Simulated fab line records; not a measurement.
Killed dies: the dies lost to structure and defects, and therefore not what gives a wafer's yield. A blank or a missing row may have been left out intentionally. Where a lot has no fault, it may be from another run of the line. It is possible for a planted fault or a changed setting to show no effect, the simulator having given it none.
A struck lot beside a sound one / flow ritCmos / 15 out of 202 route steps
Sound: wafers L161.4, L161.5, L161.6. Struck: wafers L172.1, L172.2, L172.5. The cause comes at the end.
Per side, at each step with rows, come the tool, then ch with its chambers, and then its first start. Under that, the readings that differ: sound wafers / struck wafers / difference of the means / sigmas: that difference in standard deviations of wafers without a fault.
alike: words and numbers the same on both sides, and readings whose means are apart by under 2 such deviations; not compared: readings that were withheld, readings missing a value for some wafer, numbers with overlapping values and no deviation given by the record, and bounds like >300 which may hide the same value.
A row with sigmas, a row that says differs or no value, or rows on one side alone: a step with any of these is where the two part. Numbers that don't overlap but have no deviation are shown without sigmas and don't part them. A reading that every wafer of one side lacks parts them only if that side has two wafers or more.

first, 5 steps without rows for these wafers: RIT_M1_COAT_04 (resist thk 1300 nm); RIT_M1_SOFTBAKE_05 (time 60 s); RIT_M1_EXPOSE_06 (exposes mask M12, target cd 2600 nm); RIT_M1_PEB_07; RIT_M1_DEVELOP_08 (develop time 68 s).
RIT_M1_CD_MEAS_09: the cd target is 2600 nm.
  sound: cdSem-02 at day 5 04:53; struck: cdSem-01 at day 7 03:31
  alike: cdNm
RIT_M1_OVL_MEAS_10:
  sound: overlay-01 at day 5 04:58; struck: overlay-01 at day 7 03:38
reading=M1_OVL (nm); sound=-0.5 -1.2 -1.7; struck=1.9 2.2 1.8; difference=+3.1; sigmas=+2
then, 1 step without rows for these wafers: RIT_M1_HARDBAKE_11 (time 120 s).
RIT_M1_METAL_ETCH_12: etches Al in Cl2/BCl3, stops on SiO2, time 165 s, target depth 600 nm.
  sound on rieMetal-03 ch 0,1, day 5 05:17; struck on rieMetal-01 ch 0,1, day 7 03:56
reading=drypumpMotorCurrentA (A); sound=6.4 6.3 6.4; struck=5.7 5.4 5.7; difference=-0.8; sigmas=-2
  alike: oesProductAu, throttleValvePct
  not compared: rfHoursCounterH
then, 1 step without rows for these wafers: RIT_M1_STRIP_13 (strips in nmp, time 600 s).
RIT_M1_STRIP_14: strips in O2, time 180 s.
  sound on plasmaAsher-01 ch 0,1, day 5 05:38; struck on plasmaAsher-02 ch 0,1, day 7 04:16
  alike: drypumpMotorCurrentA
  not compared: rfHoursCounterH
RIT_M1_CD_MEAS_90: the cd target is 2600 nm.
  sound: cdSem-02 at day 5 05:56; struck: cdSem-02 at day 7 04:26
  alike: cdNm
RIT_M1_ANNEAL_15: time 1800 s.
  sound on furnace-02 ch 0, day 6 05:41; struck on furnace-02 ch 0, day 7 04:34
reading=spikeTcCentreC (C); sound=451.8 451.1 451.9; struck=343.1 342.0 341.1; difference=-109.5; sigmas=-99 or more
reading=spikeTcLoadC (C); sound=466.7 465.6 466.4; struck=354.0 354.6 354.3; difference=-111.9; sigmas=-99 or more
reading=spikeTcSourceC (C); sound=474.5 473.3 473.9; struck=362.1 363.8 362.0; difference=-111.3; sigmas=-99 or more
reading=tubeCenterTempC (C); sound=450.01 450.06 450; struck=339.97 340 339.96; difference=-110.05; sigmas=-99 or more
reading=tube_center_temp_C_max; sound=451.11 451.28 451.16; struck=340.96 341.35 341.14; difference=-110.03; sigmas=-99 or more
reading=zonePowerCentrePct (%); sound=20.76 21.21 20.96; struck=15.18 15.68 15.57; difference=-5.50; sigmas=-25
reading=zonePowerLoadPct (%); sound=6.34 6.28 6.33; struck=4.16 4.17 4.23; difference=-2.13; sigmas=-36
reading=zonePowerSourcePct (%); sound=8.20 8.39 8.13; struck=5.29 5.28 5.25; difference=-2.97; sigmas=-38
RIT_M1_BOW_MEAS_16:
  sound: filmMetro-02 at day 6 07:14; struck: filmMetro-01 at day 7 06:04
  alike: M1_BOW
RIT_M1_PROBE_99:
  sound: prober-01 at day 6 07:27; struck: prober-01 at day 7 06:11
  alike: defectLimitedYield, killed_at_M0_to_M3, killedAtFrontEnd, killedDies, killedOpen, killedShort, sort_bin_3_pad_short, sort_bin_5_function, sort_bin_6_memory, sortNPass, sortYieldPct

== WHERE THEY PART ==
First at RIT_M1_OVL_MEAS_10; last, within this record, at RIT_M1_ANNEAL_15. Later steps at which nothing parts them and some readings are alike: RIT_M1_BOW_MEAS_16, RIT_M1_PROBE_99.

WHY: whatever the simulator had introduced
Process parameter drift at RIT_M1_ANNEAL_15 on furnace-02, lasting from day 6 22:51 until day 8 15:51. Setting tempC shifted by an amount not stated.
